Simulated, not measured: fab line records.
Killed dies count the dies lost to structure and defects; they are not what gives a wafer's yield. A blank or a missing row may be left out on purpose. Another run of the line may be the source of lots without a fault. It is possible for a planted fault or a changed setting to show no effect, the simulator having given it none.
Split-lot experiment + flow berkeley cmos170 + 5 lots, 23 wafers read, on a route of 331 steps

## THE SPLIT ITSELF
At UCB170_PSD_EXPOSE_03 (exposes mask PSELECT MOD, target cd 1200 nm), the setting dose mj was moved away from the recipe's 30 on 7 of the 23 wafers read, by +1.9% to +5.7%. All remaining wafers had this setting at the recipe value.

## FROM THE SPLIT TO THE READING: what the file shows between them, 2 steps
- UCB170_PSD_PEB_04
- UCB170_PSD_DEVELOP_05: develop time 45 s

## THE READING
cd nm, in nm, at UCB170_PSD_CD_MEAS_06 (target cd 1200 nm). Typical for fault-free wafers on this fab line: 1199.7 nm, with standard deviation 1.5 nm.

| wafer  | tool, chamber at the split | dose mj as run | against the recipe | cd nm, nm | against lot-mates on the recipe |
|--------|----------------------------|----------------|--------------------|-----------|---------------------------------|
| L076.1 | krf scanner-01, 0          | 30             | recipe             | 1203.0    | -                               |
| L076.2 | krf scanner-01, 0          | 30             | recipe             | 1201.9    | -                               |
| L076.3 | krf scanner-01, 0          | 31.46          | +4.9%              | 1209.8    | +7.4                            |
| L076.4 | krf scanner-01, 0          | 30             | recipe             | 1202.2    | -                               |
| L076.5 | krf scanner-01, 0          | 31.46          | +4.9%              | 1209.7    | +7.3                            |
| L075.2 | krf scanner-02, 0          | 30             | recipe             | 1198.6    | -                               |
| L075.3 | krf scanner-02, 0          | 30             | recipe             | 1199.4    | -                               |
| L075.4 | krf scanner-02, 0          | 31.72          | +5.7%              | 1210.2    | +11.2                           |
| L075.5 | krf scanner-02, 0          | 31.72          | +5.7%              | 1209.0    | +10.0                           |
| L075.6 | krf scanner-02, 0          | 31.72          | +5.7%              | 1208.4    | +9.4                            |
| L079.1 | krf scanner-02, 0          | 30.58          | +1.9%              | 1202.8    | +4.2                            |
| L079.3 | krf scanner-02, 0          | 30.58          | +1.9%              | 1202.9    | +4.3                            |
| L079.4 | krf scanner-02, 0          | 30             | recipe             | 1199.4    | -                               |
| L079.5 | krf scanner-02, 0          | 30             | recipe             | 1198.6    | -                               |
| L079.6 | krf scanner-02, 0          | 30             | recipe             | 1197.9    | -                               |
| L082.1 | krf scanner-01, 0          | 30             | recipe             | 1198.4    | -                               |
| L082.3 | krf scanner-01, 0          | 30             | recipe             | 1199.7    | -                               |
| L082.4 | krf scanner-01, 0          | 30             | recipe             | 1199.5    | -                               |
| L082.5 | krf scanner-01, 0          | 30             | recipe             | 1198.3    | -                               |
| L082.6 | krf scanner-01, 0          | 30             | recipe             | 1200.3    | -                               |
| L084.2 | krf scanner-01, 0          | 30             | recipe             | 1196.5    | -                               |
| L084.5 | krf scanner-01, 0          | 30             | recipe             | 1197.8    | -                               |
| L084.6 | krf scanner-01, 0          | 30             | recipe             | 1198.3    | -                               |

FIT RESULTS
A straight line over all 23 wafers: cd nm changes by +1.85 nm for each +1% of dose mj; r = +0.94; the points scatter about the line by 1.6 nm.
The same after taking each lot's own level away (the mean of its wafers on the recipe; 23 wafers): +1.71 nm for each +1%; r = +0.98; scatter 0.77 nm.
Per that fit: largest dose mj move, reading shift of 9.8 nm.
The span of the lots' own levels, 1197.53 to 1202.37 nm, comes to 3.2 times the standard deviation stated above.
The two slopes are in agreement: the lot-to-lot level therefore moves the slope only a little.
Check: for one of the wafers moved furthest among these (+5.7%), held out of the fit, the line's prediction against its lot-mates is +9.47 nm. Against them it came out at +11.2 nm.

## OTHER SPLITS ON THESE WAFERS
These wafers also went through other splits before the reading. Each is held against what the fit with the lots' levels taken away leaves over:
| other split on the same wafers          | wafers away from the commonest value | r with cd nm (lot level and that fit taken away) |
|-----------------------------------------|--------------------------------------|--------------------------------------------------|
| UCB170_NWELL_CVD_04 sih2cl2 flow sccm   | 18                                   | +0.29                                            |
| UCB170_WELLDRIVE_OXIDATION_01 ox time s | 15                                   | +0.21                                            |
| UCB170_ACTIVE_CVD_05 temp c             | 18                                   | -0.14                                            |
| UCB170_ACTIVE_ETCH_15 rf w              | 4                                    | -0.21                                            |
| UCB170_PFIELD_IMPLANT_07 energy kev     | 4                                    | +0.02                                            |
| UCB170_PVT_IMPLANT_07 energy kev        | 8                                    | -0.21                                            |
| UCB170_GATE_CVD_04 sih4 flow sccm       | 5                                    | +0.30                                            |
| UCB170_GATE_ETCH_14 pressure mtorr      | 18                                   | -0.04                                            |
| UCB170_PLDD_STRIP_10 overash fraction   | 6                                    | +0.06                                            |
| UCB170_SPACER_CVD_00 time s             | 7                                    | -0.03                                            |

## THE FILE'S OWN FIT
cd nm changes by +1.7 nm for each +1% of dose mj, r = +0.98.
